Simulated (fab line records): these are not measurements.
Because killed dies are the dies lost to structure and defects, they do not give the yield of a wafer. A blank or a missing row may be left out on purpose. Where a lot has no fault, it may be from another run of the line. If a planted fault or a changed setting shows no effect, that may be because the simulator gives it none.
fab line records -- flow ritCmos
record lots=6, wafers=18, lastDay=7
route steps=202 shown NRETRO@61 PRETRO@64 M1@202
lots with no fault: from the same line, run without faults
startH: start of the lot's first displayed wafer, in hours after the record's first day -- waitH: hours from the lot's prior step to this one -- " repeats the value in the row above -- L1.1+2: several wafers, shown together as one row -- - no value present, or no start provided -- * or withheld: withheld -- < > ~ a bound
route shown NAME@n: names a module that has steps shown in the file, with the first one's number in the route -- usual: mean/standard deviation taken from wafers without a fault -- same: alike in all rows -- chamber/n: place in a boat -- sites: the reading at each site -- _std_site: standard deviation across them -- _edge_site: the outer-site mean with the inner-site mean subtracted -- radiusMm: for every site, how far away it sits from the centre of the wafer -- mask NAME#n: copy n -- behind: the tool/chamber that last shaped the wafer -- hold: why the lot went on hold/how many hours it stayed there/how the hold came to an end -- device: which transistor (n, p or np) failed to switch -- end of line: tests run on the same wafers once the route is complete -- for a step that has no rows: nothing shown but its recipe -- killed: not the wafer's yield, but the dies lost to structure and defects at the first sort -- map: a wafer's dies, marking killed ones x, the rest . and places with no die _
set.NAME: the setting that was run; set.NAME@STEP: the one run at that earlier step -- model.NAME: the simulator's own value behind a step, which no gauge read
a table for each step, a row for each wafer; lots at some steps of the route
services: a tool's chamber out of use, with start hour (startH, from the record's first day; less than 0 if before it), hours out, and reason
## steps
# step RIT_NRETRO_IMPLANT_08
# recipe species=P, energyKev=70, doseCm2=1e+13, tiltDeg=7
# step RIT_NRETRO_STRIP_09
# recipe chemistry=O2, timeS=180, resist=NOVOLAK, platenTempC=withheld, powerW=500, pressureMtorr=4000, o2FlowSccm=4000
# usual chamberPressureMTorr=4000/3.7, drypumpMotorCurrentA=6.1/0.34
lot.wafer,tool,chamber,startH,waitH,chamberPressureMTorr,drypumpMotorCurrentA,rfHoursCounterH
L642.2,plasmaAsher-02,0,67.66,0.1,4000,6.3,43
L642.3,plasmaAsher-02,0,67.66,0.1,4004,6.3,-
L642.5,plasmaAsher-02,1,67.66,0.1,3993,6.3,-
L643.1,plasmaAsher-01,0,71.84,0.1,4012,5.7,43
L643.3,plasmaAsher-01,1,71.84,0.1,4005,6.4,-
L643.6,plasmaAsher-01,0,71.84,0.1,3997,5.6,-
L654.1,plasmaAsher-02,1,131.58,0.1,3998,6.3,2
L654.5,plasmaAsher-02,1,131.58,0.1,3996,6.3,-
L654.6,plasmaAsher-02,0,131.58,0.1,4003,6.3,-
L655.2,plasmaAsher-01,1,132.71,0.1,4002,6.4,48
L655.3,plasmaAsher-01,1,132.71,0.1,4002,6.4,-
L655.4,plasmaAsher-01,0,132.71,0.1,3996,5.7,-
L656.2,plasmaAsher-02,0,136.64,0.1,3999,6.4,3
L656.5,plasmaAsher-02,1,136.64,0.1,3998,6.3,-
L656.6,plasmaAsher-02,0,136.64,0.1,4004,6.3,-
L658.1,plasmaAsher-01,0,149.03,0.1,3999,5.6,51
L658.2,plasmaAsher-01,1,149.03,0.1,4000,6.4,51
L658.4,plasmaAsher-01,0,149.03,0.1,4002,5.7,-
# step RIT_NRETRO_TW_MEAS_10
# usual NRETRO_TW=1053/6.7
lot.wafer,tool,chamber,startH,waitH,NRETRO_TW
L642.2,filmMetro-02,-,67.85,0.1,1070
L642.3,filmMetro-02,-,67.85,0.1,1070
L642.5,filmMetro-02,-,67.85,0.1,1062
L643.1,filmMetro-02,-,72.01,0.1,1059
L643.3,filmMetro-02,-,72.01,0.1,1051
L643.6,filmMetro-02,-,72.01,0.1,1058
L654.1,filmMetro-02,-,131.75,0.1,1057
L654.5,filmMetro-02,-,131.75,0.1,1055
L654.6,filmMetro-02,-,131.75,0.1,1058
L655.2,filmMetro-01,-,132.90,0.1,1053
L655.3,filmMetro-01,-,132.90,0.1,1050
L655.4,filmMetro-01,-,132.90,0.1,1053
L656.2,filmMetro-01,-,136.83,0.1,1053
L656.5,filmMetro-01,-,136.83,0.1,1057
L656.6,filmMetro-01,-,136.83,0.1,1061
L658.1,filmMetro-03,-,149.20,0.1,1049
L658.2,filmMetro-03,-,149.20,0.1,1053
L658.4,filmMetro-03,-,149.20,0.1,1051
# step RIT_PRETRO_HMDS_00
# recipe primeTimeS=60, primeTempC=140
# step RIT_PRETRO_COAT_01
# recipe resist=NOVOLAK, spinRpm=2000, resistThkNm=1300
# step RIT_PRETRO_SOFTBAKE_02
# recipe resist=NOVOLAK, tempC=90, timeS=60
# step RIT_PRETRO_EXPOSE_03
# recipe maskId=M5, na=0.57, targetCdNm=43700, doseMj=250
# step RIT_PRETRO_PEB_04
# recipe resist=NOVOLAK, tempC=withheld, timeS=withheld
# step RIT_PRETRO_DEVELOP_05
# recipe resist=NOVOLAK, developTimeS=68, devTempC=23
# step RIT_PRETRO_OVL_MEAS_06
# usual PRETRO_OVL=1.0/1.6
lot.wafer,tool,chamber,startH,waitH,PRETRO_OVL[nm]
L642.2,overlay-02,-,68.78,-,4.0
L642.3,overlay-02,-,68.78,-,1.8
L642.5,overlay-02,-,68.78,-,3.1
L643.1,overlay-02,-,72.95,-,0.3
L643.3,overlay-02,-,72.95,-,0.9
L643.6,overlay-02,-,72.95,-,1.2
L654.1,overlay-01,-,132.69,-,1.5
L654.5,overlay-01,-,132.69,-,2.4
L654.6,overlay-01,-,132.69,-,2.2
L655.2,overlay-01,-,133.83,-,2.2
L655.3,overlay-01,-,133.83,-,4.3
L655.4,overlay-01,-,133.83,-,4.4
L656.2,overlay-01,-,137.89,-,2.1
L656.5,overlay-01,-,137.89,-,1.7
L656.6,overlay-01,-,137.89,-,1.9
L658.1,overlay-02,-,150.27,-,0.6
L658.2,overlay-02,-,150.27,-,1.0
L658.4,overlay-02,-,150.27,-,1.0
# step RIT_PRETRO_HARDBAKE_07
# recipe resist=NOVOLAK, tempC=140, timeS=120
# step RIT_PRETRO_IMPLANT_08
# recipe species=B, energyKev=45, doseCm2=1.176e+13, tiltDeg=7
# step RIT_PRETRO_STRIP_09
# recipe chemistry=O2, timeS=180, resist=NOVOLAK, platenTempC=withheld, powerW=500, pressureMtorr=4000, o2FlowSccm=4000
# usual chamberPressureMTorr=4000/3.8, drypumpMotorCurrentA=5.9/0.3
lot.wafer,tool,chamber,startH,waitH,chamberPressureMTorr,drypumpMotorCurrentA,rfHoursCounterH,model.NOVOLAK_of_PRETRO_COAT_01.thkNm
L642.2,plasmaAsher-03,0,69.21,0.1,-,-,-,1136
L642.3,plasmaAsher-03,1,69.21,0.1,-,-,-,1135
L642.5,plasmaAsher-03,1,69.21,0.1,-,-,-,1136
L643.1,plasmaAsher-04,0,73.39,0.1,-,-,-,1134
L643.3,plasmaAsher-04,1,73.39,0.1,-,-,-,1134
L643.6,plasmaAsher-04,1,73.39,0.1,-,-,-,1135
L654.1,plasmaAsher-01,1,133.13,0.1,4007,6.4,48,0
L654.5,plasmaAsher-01,1,133.13,0.1,4005,6.4,-,0
L654.6,plasmaAsher-01,0,133.13,0.1,4004,5.7,-,0
L655.2,plasmaAsher-01,0,134.26,0.1,3995,5.6,49,0
L655.3,plasmaAsher-01,0,134.26,0.1,3994,5.7,-,0
L655.4,plasmaAsher-01,1,134.26,0.1,3995,6.4,-,0
L656.2,plasmaAsher-01,1,138.32,0.1,4002,6.3,50,0
L656.5,plasmaAsher-01,0,138.32,0.1,4002,5.7,-,0
L656.6,plasmaAsher-01,1,138.32,0.1,4003,6.3,-,0
L658.1,plasmaAsher-03,0,150.70,0.1,4004,5.9,51,0
L658.2,plasmaAsher-03,1,150.70,0.1,4001,6.1,51,0
L658.4,plasmaAsher-03,1,150.70,0.1,4003,6.1,-,0
# step RIT_PRETRO_TW_MEAS_10
# usual PRETRO_TW=475/3.6
lot.wafer,tool,chamber,startH,waitH,PRETRO_TW
L642.2,filmMetro-01,-,69.40,0.1,471
L642.3,filmMetro-01,-,69.40,0.1,470
L642.5,filmMetro-01,-,69.40,0.1,472
L643.1,filmMetro-04,-,73.56,0.1,480
L643.3,filmMetro-04,-,73.56,0.1,482
L643.6,filmMetro-04,-,73.56,0.1,481
L654.1,filmMetro-04,-,133.30,0.1,481
L654.5,filmMetro-04,-,133.30,0.1,480
L654.6,filmMetro-04,-,133.30,0.1,479
L655.2,filmMetro-02,-,134.45,0.1,475
L655.3,filmMetro-02,-,134.45,0.1,474
L655.4,filmMetro-02,-,134.45,0.1,475
L656.2,filmMetro-01,-,138.51,0.1,473
L656.5,filmMetro-01,-,138.51,0.1,474
L656.6,filmMetro-01,-,138.51,0.1,475
L658.1,filmMetro-01,-,150.88,0.1,473
L658.2,filmMetro-01,-,150.88,0.1,474
L658.4,filmMetro-01,-,150.88,0.1,473
# step RIT_M1_PROBE_99
# usual killedAtContacts=0.1/0.25, killedAtFrontEnd=6.8/2.9, killedDies=6.9/2.9, killedOnRim=1.7/1.3, killedOpen=3.3/1.9, killedShort=3.6/1.9
# same grossDies=264, killed_at_M0_to_M3=0, killed_at_M4_up=0, killedAtBackSide=0, killedAtOther=0
lot.wafer,tool,chamber,startH,waitH,hold,killedAtContacts,killedAtFrontEnd,killedDies,killedOnRim,killedOpen,killedShort
L642.2,prober-02,-,99.64,2.2,awaitDispo/2.9h/scrap,0,264,264,70,4,6
L642.3,prober-02,-,99.69,2.2,awaitDispo/2.9h/scrap,0,264,264,70,2,5
L642.5,prober-02,-,99.79,2.3,awaitDispo/2.9h/scrap,0,264,264,70,3,4
L643.1,prober-02,-,105.52,3.2,awaitDispo/1.6h/scrap,0,264,264,70,2,5
L643.3,prober-02,-,105.62,3.2,awaitDispo/1.6h/scrap,0,264,264,70,2,3
L643.6,prober-02,-,105.77,3.3,awaitDispo/1.6h/scrap,0,264,264,70,1,4
L654.1,prober-02,-,160.22,0.1,-,1,8,9,3,5,4
L654.5,prober-02,-,160.42,0.2,-,0,9,9,1,4,5
L654.6,prober-02,-,160.47,0.2,-,0,6,6,3,3,3
L655.2,prober-01,-,164.30,0.1,-,0,7,7,2,4,3
L655.3,prober-01,-,164.35,0.2,-,0,5,5,0,4,1
L655.4,prober-01,-,164.40,0.2,-,0,4,4,0,1,3
L656.2,prober-02,-,167.94,0.1,-,1,6,7,0,3,4
L656.5,prober-02,-,168.09,0.2,-,0,5,5,0,2,3
L656.6,prober-02,-,168.14,0.2,-,0,8,8,2,4,4
L658.1,prober-02,-,178.28,0.1,-,0,6,6,2,3,3
L658.2,prober-02,-,178.33,0.1,-,0,5,5,2,4,1
L658.4,prober-02,-,178.43,0.2,-,0,11,11,4,6,5
# killed by level:class
L642.2 GATE:areaOxidation=254 GATE:geometricParticle:short=5 GATE:geometricParticle:open=3 REOX:geometricParticle:open=1 SILICIDE:geometricParticle:short=1
L642.3 GATE:areaOxidation=257 GATE:geometricParticle:short=2 FOX1:geometricParticle:short=1 FOX2:geometricParticle:open=1 GATE:geometricParticle:open=1 REOX:geometricParticle:short=1 SILICIDE:geometricParticle:short=1
L642.5 GATE:areaOxidation=257 GATE:geometricParticle:short=3 FOX1:geometricParticle:short=1 GATE:geometricParticle:open=1 REOX:geometricParticle:open=1 SILICIDE:geometricParticle:open=1
L643.1 GATE:areaOxidation=257 GATE:geometricParticle:short=3 REOX:geometricParticle:short=2 FOX2:geometricParticle:open=1 REOX:geometricParticle:open=1
L643.3 GATE:areaOxidation=259 FOX1:geometricParticle:open=1 FOX1:geometricParticle:short=1 GATE:geometricParticle:short=1 REOX:geometricParticle:open=1 SILICIDE:geometricParticle:short=1
L643.6 GATE:areaOxidation=259 GATE:geometricParticle:short=3 GATE:geometricParticle:open=1 SPACER:geometricParticle:short=1
L654.1 FOX1:geometricParticle:open=4 GATE:geometricParticle:open=1 GATE:geometricParticle:short=1 SPACER:geometricParticle:short=1 SILICIDE:geometricParticle:short=1 CONTACT:geometricParticle:short=1
L654.5 GATE:geometricParticle:short=4 FOX1:geometricParticle:open=3 GATE:geometricParticle:open=1 SPACER:geometricParticle:short=1
L654.6 ACTIVE:geometricParticle:short=1 FOX1:geometricParticle:open=1 GATE:geometricParticle:short=1 GATE:geometricParticle:open=1 SPACER:geometricParticle:open=1 SILICIDE:geometricParticle:short=1
L655.2 REOX:geometricParticle:open=2 FOX2:geometricParticle:short=1 GATE:geometricParticle:short=1 GATE:geometricParticle:open=1 REOX:geometricParticle:short=1 SPACER:geometricParticle:open=1
L655.3 REOX:geometricParticle:open=2 SPACER:geometricParticle:open=2 FOX2:geometricParticle:short=1
L655.4 REOX:geometricParticle:short=2 GATE:geometricParticle:short=1 SPACER:geometricParticle:open=1
L656.2 GATE:geometricParticle:short=3 FOX1:geometricParticle:open=1 REOX:geometricParticle:open=1 SPACER:geometricParticle:short=1 CONTACT:geometricParticle:open=1
L656.5 GATE:geometricParticle:short=2 GATE:geometricParticle:open=2 SILICIDE:geometricParticle:short=1
L656.6 FOX1:geometricParticle:open=2 REOX:geometricParticle:short=2 FOX1:geometricParticle:short=1 GATE:geometricParticle:open=1 REOX:geometricParticle:open=1 SPACER:geometricParticle:short=1
L658.1 GATE:geometricParticle:short=2 GATE:geometricParticle:open=2 FOX1:geometricParticle:short=1 FOX1:geometricParticle:open=1
L658.2 FOX1:geometricParticle:open=1 REOX:geometricParticle:open=1 SPACER:geometricParticle:open=1 SILICIDE:geometricParticle:short=1 SILICIDE:geometricParticle:open=1
L658.4 REOX:geometricParticle:short=3 REOX:geometricParticle:open=2 FOX1:geometricParticle:open=1 FOX2:geometricParticle:open=1 GATE:geometricParticle:open=1 SPACER:geometricParticle:short=1 SILICIDE:geometricParticle:short=1 SILICIDE:geometricParticle:open=1
# map L642.2 (x killed, . not)
________xxxxxxx_______
_____xxxxxxxxxxxxx____
____xxxxxxxxxxxxxxx___
___xxxxxxxxxxxxxxxxx__
__xxxxxxxxxxxxxxxxxxx_
__xxxxxxxxxxxxxxxxxxx_
_xxxxxxxxxxxxxxxxxxxxx
_xxxxxxxxxxxxxxxxxxxxx
_xxxxxxxxxxxxxxxxxxxxx
_xxxxxxxxxxxxxxxxxxxxx
__xxxxxxxxxxxxxxxxxxx_
__xxxxxxxxxxxxxxxxxxx_
___xxxxxxxxxxxxxxxxx__
____xxxxxxxxxxxxxxx___
_____xxxxxxxxxxxxx____
________xxxxxxx_______
# map L643.1 (x killed, . not)
________xxxxxxx_______
_____xxxxxxxxxxxxx____
____xxxxxxxxxxxxxxx___
___xxxxxxxxxxxxxxxxx__
__xxxxxxxxxxxxxxxxxxx_
__xxxxxxxxxxxxxxxxxxx_
_xxxxxxxxxxxxxxxxxxxxx
_xxxxxxxxxxxxxxxxxxxxx
_xxxxxxxxxxxxxxxxxxxxx
_xxxxxxxxxxxxxxxxxxxxx
__xxxxxxxxxxxxxxxxxxx_
__xxxxxxxxxxxxxxxxxxx_
___xxxxxxxxxxxxxxxxx__
____xxxxxxxxxxxxxxx___
_____xxxxxxxxxxxxx____
________xxxxxxx_______
## services
tool,chamber,startH,hours,kind
plasmaAsher-01,-,48.61,8.9,repair
plasmaAsher-01,-,74.01,19.3,repair
plasmaAsher-02,-,108.75,9.0,pm
plasmaAsher-02,0,108.75,9.0,ventCycle
plasmaAsher-02,1,108.75,9.0,ventCycle
plasmaAsher-02,0,117.75,-,clean
plasmaAsher-02,1,117.75,-,clean
plasmaAsher-03,-,128.34,14.6,pm
## key
firstSign step=RIT_PRETRO_STRIP_09, reading=toolRecord, direction=missing
effect step=RIT_M1_PROBE_99, reading=killedAtFrontEnd, direction=up, sigmas=89, usual=6.8, struck=264
modelEffect step=RIT_PRETRO_STRIP_09, value=NOVOLAK_of_PRETRO_COAT_01.thkNm, without=0, struck=1135
moreKillsBornAt RIT_GATE_OXIDATION_05@furnace-01=1543
metAt RIT_PRETRO_STRIP_09
struckWafers L642.2,L642.3,L642.5,L643.1,L643.3,L643.6
laterRowsLeftOut L642.2,L642.3,L642.5,L643.1,L643.3,L643.6
testerLeftOut L642,L643
fault kind=skippedStepWhole, tool=plasmaAsher-03,plasmaAsher-04, chamber=-, onsetH=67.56, steps=RIT_PRETRO_STRIP_09, scope=struckLotsOnly
# testerLeftOut: of these lots the tester's yield and bins aren't shown, on N5 and GAA mostly nor the transistor test; their killed dies are dies lost to structure and defects alone, not to doping, threshold or leakage, so they don't give the yield
# laterRowsLeftOut: the simulator's readings of these wafers behind a module that went badly wrong aren't trusted and aren't shown, but for the sort
